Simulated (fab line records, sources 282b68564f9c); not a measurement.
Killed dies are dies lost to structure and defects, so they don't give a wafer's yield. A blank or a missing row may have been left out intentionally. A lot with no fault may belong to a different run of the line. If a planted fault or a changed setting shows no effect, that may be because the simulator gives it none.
fab line records || flow rit_cmos
[record] {"lots": 14, "wafers": 42, "last_day": 7}
route steps=202 shown CONTACT@168 M1@202
lots with no fault: from the same line, run without faults
start_h: hours from the record's opening day to when the first of the lot's shown wafers began || wait_h: hours since the lot's step before || " the same as in the row above || L1.1+2: one row covering several wafers at once || - either no value or no given start || * or withheld: withheld || < > ~ a bound
route shown NAME@n: a module of which the file shows steps, and the number in the route of the first || usual: the fault-free wafers' mean and standard deviation || same: alike in all rows || chamber/n: place in a boat || sites: readings site by site || _std_site: standard deviation across them || _edge_site: the outer-site mean with the inner-site mean subtracted || radius_mm: for every site, how far away it sits from the centre of the wafer || mask NAME#n: copy n || behind: the last tool/chamber to shape the wafer || hold: why the lot went on hold/how many hours it stayed there/how the hold came to an end || device: which transistor (n, p or np) failed to switch || end of line: the same wafers' tests at the end of the route || a step with no rows: only its recipe || killed: dies lost to structure and defects at the first sort, not the wafer's yield || map: a wafer's dies, x killed, . not, _ none there
set.NAME: the setting that was run; set.NAME@STEP: the one run at that earlier step || model.NAME: the simulator's own value behind a step, which no gauge read
the route's steps for a sample of lots (tables are steps, rows are wafers)
services: a tool's chamber out of use, with start hour (start_h, from the record's first day; less than 0 if before it), hours out, and reason
[[steps]]
[step RIT_CONTACT_CVD_00]
[recipe] {"material": "SiO2", "target_thk_nm": 400, "precursor": "TEOS", "temp_c": 390, "time_s": 61, "rf_w": 400}
[usual] {"heater_power_w": "323/81", "susceptor_temp_C": "390.00/0.22"}
{"lot.wafer": "L438.3", "tool": "pecvd-03", "chamber": 1, "start_h": 50.81, "wait_h": 0.0, "heater_power_w": 321, "susceptor_temp_C": 390.14}
{"lot.wafer": "L438.4", "tool": "pecvd-03", "chamber": 0, "start_h": 50.81, "wait_h": 0.0, "heater_power_w": 259, "susceptor_temp_C": 390.01}
{"lot.wafer": "L438.5", "tool": "pecvd-03", "chamber": 1, "start_h": 50.81, "wait_h": 0.0, "heater_power_w": 330, "susceptor_temp_C": 390.18}
{"lot.wafer": "L439.2", "tool": "pecvd-04", "chamber": 1, "start_h": 56.17, "wait_h": 0.0, "heater_power_w": 375, "susceptor_temp_C": 389.66}
{"lot.wafer": "L439.3", "tool": "pecvd-04", "chamber": 2, "start_h": 56.17, "wait_h": 0.0, "heater_power_w": 270, "susceptor_temp_C": 389.73}
{"lot.wafer": "L439.4", "tool": "pecvd-04", "chamber": 2, "start_h": 56.17, "wait_h": 0.0, "heater_power_w": 266, "susceptor_temp_C": 390.35}
{"lot.wafer": "L440.2", "tool": "pecvd-02", "chamber": 2, "start_h": 60.87, "wait_h": 0.0, "heater_power_w": 374, "susceptor_temp_C": 389.85}
{"lot.wafer": "L440.3", "tool": "pecvd-02", "chamber": 1, "start_h": 60.87, "wait_h": 0.0, "heater_power_w": 214, "susceptor_temp_C": 390.00}
{"lot.wafer": "L440.4", "tool": "pecvd-02", "chamber": 0, "start_h": 60.87, "wait_h": 0.0, "heater_power_w": 327, "susceptor_temp_C": 390.20}
{"lot.wafer": "L442.1", "tool": "pecvd-04", "chamber": 1, "start_h": 69.48, "wait_h": 0.1, "heater_power_w": 375, "susceptor_temp_C": 389.91}
{"lot.wafer": "L442.3", "tool": "pecvd-04", "chamber": 0, "start_h": 69.48, "wait_h": 0.1, "heater_power_w": 351, "susceptor_temp_C": 390.16}
{"lot.wafer": "L442.6", "tool": "pecvd-04", "chamber": 0, "start_h": 69.48, "wait_h": 0.1, "heater_power_w": 270, "susceptor_temp_C": 390.25}
{"lot.wafer": "L443.1", "tool": "pecvd-02", "chamber": 1, "start_h": 76.25, "wait_h": 0.1, "heater_power_w": 254, "susceptor_temp_C": 390.50}
{"lot.wafer": "L443.3", "tool": "pecvd-02", "chamber": 0, "start_h": 76.25, "wait_h": 0.1, "heater_power_w": 289, "susceptor_temp_C": 390.09}
{"lot.wafer": "L443.6", "tool": "pecvd-02", "chamber": 2, "start_h": 76.25, "wait_h": 0.1, "heater_power_w": 383, "susceptor_temp_C": 390.08}
{"lot.wafer": "L444.1", "tool": "pecvd-03", "chamber": 1, "start_h": 79.90, "wait_h": 0.1, "heater_power_w": 327, "susceptor_temp_C": 389.91}
{"lot.wafer": "L444.3", "tool": "pecvd-03", "chamber": 2, "start_h": 79.90, "wait_h": 0.1, "heater_power_w": 573, "susceptor_temp_C": 389.85}
{"lot.wafer": "L444.6", "tool": "pecvd-03", "chamber": 0, "start_h": 79.90, "wait_h": 0.1, "heater_power_w": 193, "susceptor_temp_C": 389.95}
{"lot.wafer": "L447.3", "tool": "pecvd-03", "chamber": 0, "start_h": 96.71, "wait_h": 0.0, "heater_power_w": 249, "susceptor_temp_C": 390.23}
{"lot.wafer": "L447.4", "tool": "pecvd-03", "chamber": 0, "start_h": 96.71, "wait_h": 0.0, "heater_power_w": 259, "susceptor_temp_C": 390.12}
{"lot.wafer": "L447.5", "tool": "pecvd-03", "chamber": 1, "start_h": 96.71, "wait_h": 0.0, "heater_power_w": 324, "susceptor_temp_C": 390.08}
{"lot.wafer": "L448.2", "tool": "pecvd-04", "chamber": 0, "start_h": 101.71, "wait_h": 0.0, "heater_power_w": 305, "susceptor_temp_C": 389.95}
{"lot.wafer": "L448.4", "tool": "pecvd-04", "chamber": 2, "start_h": 101.71, "wait_h": 0.0, "heater_power_w": 221, "susceptor_temp_C": 390.14}
{"lot.wafer": "L448.5", "tool": "pecvd-04", "chamber": 1, "start_h": 101.71, "wait_h": 0.0, "heater_power_w": 373, "susceptor_temp_C": 389.84}
{"lot.wafer": "L449.1", "tool": "pecvd-02", "chamber": 1, "start_h": 105.07, "wait_h": 0.1, "heater_power_w": 266, "susceptor_temp_C": "-"}
{"lot.wafer": "L449.3", "tool": "pecvd-02", "chamber": 0, "start_h": 105.07, "wait_h": 0.1, "heater_power_w": 234, "susceptor_temp_C": "-"}
{"lot.wafer": "L449.4", "tool": "pecvd-02", "chamber": 0, "start_h": 105.07, "wait_h": 0.1, "heater_power_w": 263, "susceptor_temp_C": "-"}
{"lot.wafer": "L452.1", "tool": "pecvd-02", "chamber": 2, "start_h": 122.49, "wait_h": 0.1, "heater_power_w": 385, "susceptor_temp_C": "-"}
{"lot.wafer": "L452.2", "tool": "pecvd-02", "chamber": 1, "start_h": 122.49, "wait_h": 0.1, "heater_power_w": 269, "susceptor_temp_C": "-"}
{"lot.wafer": "L452.3", "tool": "pecvd-02", "chamber": 0, "start_h": 122.49, "wait_h": 0.1, "heater_power_w": 312, "susceptor_temp_C": "-"}
{"lot.wafer": "L456.1", "tool": "pecvd-03", "chamber": 0, "start_h": 140.08, "wait_h": 0.1, "heater_power_w": 248, "susceptor_temp_C": 390.21}
{"lot.wafer": "L456.4", "tool": "pecvd-03", "chamber": 2, "start_h": 140.08, "wait_h": 0.1, "heater_power_w": 559, "susceptor_temp_C": 389.82}
{"lot.wafer": "L456.6", "tool": "pecvd-03", "chamber": 0, "start_h": 140.08, "wait_h": 0.1, "heater_power_w": 263, "susceptor_temp_C": 390.33}
{"lot.wafer": "L457.3", "tool": "pecvd-04", "chamber": 2, "start_h": 146.64, "wait_h": 0.0, "heater_power_w": 218, "susceptor_temp_C": 389.94}
{"lot.wafer": "L457.4", "tool": "pecvd-04", "chamber": 2, "start_h": 146.64, "wait_h": 0.0, "heater_power_w": 227, "susceptor_temp_C": 389.61}
{"lot.wafer": "L457.5", "tool": "pecvd-04", "chamber": 1, "start_h": 146.64, "wait_h": 0.0, "heater_power_w": 311, "susceptor_temp_C": 389.88}
{"lot.wafer": "L459.3", "tool": "pecvd-03", "chamber": 1, "start_h": 160.30, "wait_h": 0.0, "heater_power_w": 345, "susceptor_temp_C": 390.15}
{"lot.wafer": "L459.5", "tool": "pecvd-03", "chamber": 0, "start_h": 160.30, "wait_h": 0.0, "heater_power_w": 264, "susceptor_temp_C": 390.14}
{"lot.wafer": "L459.6", "tool": "pecvd-03", "chamber": 2, "start_h": 160.30, "wait_h": 0.0, "heater_power_w": 434, "susceptor_temp_C": 389.28}
{"lot.wafer": "L460.1", "tool": "pecvd-04", "chamber": 1, "start_h": 162.54, "wait_h": 0.1, "heater_power_w": 378, "susceptor_temp_C": 389.79}
{"lot.wafer": "L460.4", "tool": "pecvd-04", "chamber": 2, "start_h": 162.54, "wait_h": 0.1, "heater_power_w": 227, "susceptor_temp_C": 389.78}
{"lot.wafer": "L460.5", "tool": "pecvd-04", "chamber": 1, "start_h": 162.54, "wait_h": 0.1, "heater_power_w": 288, "susceptor_temp_C": 389.87}
[step RIT_CONTACT_THK_MEAS_01]
[recipe] {"reads": "SiO2_of_CONTACT_CVD_00"}
[usual] {"CONTACT_TEOS_THK": "399/4.9"}
{"lot.wafer": "L438.3", "tool": "film_metro-02", "chamber": "-", "start_h": 50.88, "wait_h": 0.0, "CONTACT_TEOS_THK[nm]": 397}
{"lot.wafer": "L438.4", "tool": "film_metro-02", "chamber": "-", "start_h": 50.88, "wait_h": 0.0, "CONTACT_TEOS_THK[nm]": 404}
{"lot.wafer": "L438.5", "tool": "film_metro-02", "chamber": "-", "start_h": 50.88, "wait_h": 0.0, "CONTACT_TEOS_THK[nm]": 401}
{"lot.wafer": "L439.2", "tool": "film_metro-01", "chamber": "-", "start_h": 56.23, "wait_h": 0.0, "CONTACT_TEOS_THK[nm]": 397}
{"lot.wafer": "L439.3", "tool": "film_metro-01", "chamber": "-", "start_h": 56.23, "wait_h": 0.0, "CONTACT_TEOS_THK[nm]": 398}
{"lot.wafer": "L439.4", "tool": "film_metro-01", "chamber": "-", "start_h": 56.23, "wait_h": 0.0, "CONTACT_TEOS_THK[nm]": 400}
{"lot.wafer": "L440.2", "tool": "film_metro-03", "chamber": "-", "start_h": 60.93, "wait_h": 0.0, "CONTACT_TEOS_THK[nm]": 398}
{"lot.wafer": "L440.3", "tool": "film_metro-03", "chamber": "-", "start_h": 60.93, "wait_h": 0.0, "CONTACT_TEOS_THK[nm]": 396}
{"lot.wafer": "L440.4", "tool": "film_metro-03", "chamber": "-", "start_h": 60.93, "wait_h": 0.0, "CONTACT_TEOS_THK[nm]": 402}
{"lot.wafer": "L442.1", "tool": "film_metro-01", "chamber": "-", "start_h": 69.53, "wait_h": 0.0, "CONTACT_TEOS_THK[nm]": 394}
{"lot.wafer": "L442.3", "tool": "film_metro-01", "chamber": "-", "start_h": 69.53, "wait_h": 0.0, "CONTACT_TEOS_THK[nm]": 393}
{"lot.wafer": "L442.6", "tool": "film_metro-01", "chamber": "-", "start_h": 69.53, "wait_h": 0.0, "CONTACT_TEOS_THK[nm]": 401}
{"lot.wafer": "L443.1", "tool": "film_metro-02", "chamber": "-", "start_h": 76.31, "wait_h": 0.0, "CONTACT_TEOS_THK[nm]": 389}
{"lot.wafer": "L443.3", "tool": "film_metro-02", "chamber": "-", "start_h": 76.31, "wait_h": 0.0, "CONTACT_TEOS_THK[nm]": 390}
{"lot.wafer": "L443.6", "tool": "film_metro-02", "chamber": "-", "start_h": 76.31, "wait_h": 0.0, "CONTACT_TEOS_THK[nm]": 402}
{"lot.wafer": "L444.1", "tool": "film_metro-01", "chamber": "-", "start_h": 79.95, "wait_h": 0.0, "CONTACT_TEOS_THK[nm]": 393}
{"lot.wafer": "L444.3", "tool": "film_metro-01", "chamber": "-", "start_h": 79.95, "wait_h": 0.0, "CONTACT_TEOS_THK[nm]": 395}
{"lot.wafer": "L444.6", "tool": "film_metro-01", "chamber": "-", "start_h": 79.95, "wait_h": 0.0, "CONTACT_TEOS_THK[nm]": 401}
{"lot.wafer": "L447.3", "tool": "film_metro-03", "chamber": "-", "start_h": 96.78, "wait_h": 0.0, "CONTACT_TEOS_THK[nm]": 399}
{"lot.wafer": "L447.4", "tool": "film_metro-03", "chamber": "-", "start_h": 96.78, "wait_h": 0.0, "CONTACT_TEOS_THK[nm]": 403}
{"lot.wafer": "L447.5", "tool": "film_metro-03", "chamber": "-", "start_h": 96.78, "wait_h": 0.0, "CONTACT_TEOS_THK[nm]": 401}
{"lot.wafer": "L448.2", "tool": "film_metro-01", "chamber": "-", "start_h": 101.77, "wait_h": 0.0, "CONTACT_TEOS_THK[nm]": 395}
{"lot.wafer": "L448.4", "tool": "film_metro-01", "chamber": "-", "start_h": 101.77, "wait_h": 0.0, "CONTACT_TEOS_THK[nm]": 400}
{"lot.wafer": "L448.5", "tool": "film_metro-01", "chamber": "-", "start_h": 101.77, "wait_h": 0.0, "CONTACT_TEOS_THK[nm]": 404}
{"lot.wafer": "L449.1", "tool": "film_metro-01", "chamber": "-", "start_h": 105.12, "wait_h": 0.0, "CONTACT_TEOS_THK[nm]": 384}
{"lot.wafer": "L449.3", "tool": "film_metro-01", "chamber": "-", "start_h": 105.12, "wait_h": 0.0, "CONTACT_TEOS_THK[nm]": 381}
{"lot.wafer": "L449.4", "tool": "film_metro-01", "chamber": "-", "start_h": 105.12, "wait_h": 0.0, "CONTACT_TEOS_THK[nm]": 388}
{"lot.wafer": "L452.1", "tool": "film_metro-03", "chamber": "-", "start_h": 122.54, "wait_h": 0.0, "CONTACT_TEOS_THK[nm]": 387}
{"lot.wafer": "L452.2", "tool": "film_metro-03", "chamber": "-", "start_h": 122.54, "wait_h": 0.0, "CONTACT_TEOS_THK[nm]": 380}
{"lot.wafer": "L452.3", "tool": "film_metro-03", "chamber": "-", "start_h": 122.54, "wait_h": 0.0, "CONTACT_TEOS_THK[nm]": 381}
{"lot.wafer": "L456.1", "tool": "film_metro-01", "chamber": "-", "start_h": 140.13, "wait_h": 0.0, "CONTACT_TEOS_THK[nm]": 394}
{"lot.wafer": "L456.4", "tool": "film_metro-01", "chamber": "-", "start_h": 140.13, "wait_h": 0.0, "CONTACT_TEOS_THK[nm]": 402}
{"lot.wafer": "L456.6", "tool": "film_metro-01", "chamber": "-", "start_h": 140.13, "wait_h": 0.0, "CONTACT_TEOS_THK[nm]": 397}
{"lot.wafer": "L457.3", "tool": "film_metro-01", "chamber": "-", "start_h": 146.72, "wait_h": 0.0, "CONTACT_TEOS_THK[nm]": 401}
{"lot.wafer": "L457.4", "tool": "film_metro-01", "chamber": "-", "start_h": 146.72, "wait_h": 0.0, "CONTACT_TEOS_THK[nm]": 408}
{"lot.wafer": "L457.5", "tool": "film_metro-01", "chamber": "-", "start_h": 146.72, "wait_h": 0.0, "CONTACT_TEOS_THK[nm]": 409}
{"lot.wafer": "L459.3", "tool": "film_metro-01", "chamber": "-", "start_h": 160.37, "wait_h": 0.0, "CONTACT_TEOS_THK[nm]": 403}
{"lot.wafer": "L459.5", "tool": "film_metro-01", "chamber": "-", "start_h": 160.37, "wait_h": 0.0, "CONTACT_TEOS_THK[nm]": 409}
{"lot.wafer": "L459.6", "tool": "film_metro-01", "chamber": "-", "start_h": 160.37, "wait_h": 0.0, "CONTACT_TEOS_THK[nm]": 412}
{"lot.wafer": "L460.1", "tool": "film_metro-03", "chamber": "-", "start_h": 162.59, "wait_h": 0.0, "CONTACT_TEOS_THK[nm]": 398}
{"lot.wafer": "L460.4", "tool": "film_metro-03", "chamber": "-", "start_h": 162.59, "wait_h": 0.0, "CONTACT_TEOS_THK[nm]": 402}
{"lot.wafer": "L460.5", "tool": "film_metro-03", "chamber": "-", "start_h": 162.59, "wait_h": 0.0, "CONTACT_TEOS_THK[nm]": 407}
[step RIT_M1_PROBE_99]
[usual] {"killed_at_M0_to_M3": "0.0/0.14", "killed_at_contacts": "0.0/0.16", "killed_at_front_end": "7/3", "killed_dies": "7/3", "killed_open": "3.5/2", "killed_short": "3.6/2.1"}
[same] {"gross_dies": 264, "killed_at_M4_up": 0, "killed_at_back_side": 0, "killed_at_other": 0}
{"lot.wafer": "L452.1", "tool": "prober-01", "chamber": "-", "start_h": 128.99, "wait_h": 0.1, "killed_at_M0_to_M3": 1, "killed_at_contacts": 0, "killed_at_front_end": 4, "killed_dies": 5, "killed_open": 1, "killed_short": 4}
{"lot.wafer": "L452.2", "tool": "prober-01", "chamber": "-", "start_h": 129.04, "wait_h": 0.1, "killed_at_M0_to_M3": 0, "killed_at_contacts": 1, "killed_at_front_end": 10, "killed_dies": 11, "killed_open": 6, "killed_short": 5}
{"lot.wafer": "L452.3", "tool": "prober-01", "chamber": "-", "start_h": 129.09, "wait_h": 0.2, "killed_at_M0_to_M3": 0, "killed_at_contacts": 0, "killed_at_front_end": 5, "killed_dies": 5, "killed_open": 1, "killed_short": 4}
// killed by level:class
L452.1 GATE:geometric_particle:short=2 FOX1:geometric_particle:short=1 GATE:geometric_particle:open=1 M1:geometric_particle:short=1
L452.2 FOX1:geometric_particle:open=4 GATE:geometric_particle:short=2 FOX1:geometric_particle:short=1 REOX:geometric_particle:open=1 SILICIDE:geometric_particle:open=1 SILICIDE:geometric_particle:short=1 CONTACT:geometric_particle:short=1
L452.3 GATE:geometric_particle:open=1 GATE:geometric_particle:short=1 REOX:geometric_particle:short=1 SPACER:geometric_particle:short=1 SILICIDE:geometric_particle:short=1
[[services]]
{"tool": "pecvd-02", "chamber": "-", "start_h": 66.12, "hours": 2.8, "kind": "pm"}
{"tool": "pecvd-04", "chamber": "-", "start_h": 91.57, "hours": 3.2, "kind": "repair"}
{"tool": "pecvd-02", "chamber": 2, "start_h": 106.41, "hours": 13.7, "kind": "repair"}
{"tool": "pecvd-03", "chamber": 1, "start_h": 141.66, "hours": 5.8, "kind": "repair"}
[[key]]
[first_sign] {"step": "RIT_CONTACT_THK_MEAS_01", "reading": "CONTACT_TEOS_THK", "direction": "down", "sigmas": 3.1, "usual": 399, "struck": 384}
effect none on later readings
met_at RIT_CONTACT_CVD_00
struck_lots L449,L452
tester_left_out L449,L452
onset_between 76.25 105.07
[fault] {"kind": "process_parameter_drift", "tool": "pecvd-02", "chamber": "-", "onset_h": 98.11, "steps": "RIT_CONTACT_CVD_00", "channel": "time_s", "offset": "*", "shape": "step", "end_h": 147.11, "stated": "*"}
// tester_left_out: of these lots the tester's yield and bins aren't shown, on N5 and GAA mostly nor the transistor test; their killed dies are dies lost to structure and defects alone, not to doping, threshold or leakage, so they don't give the yield
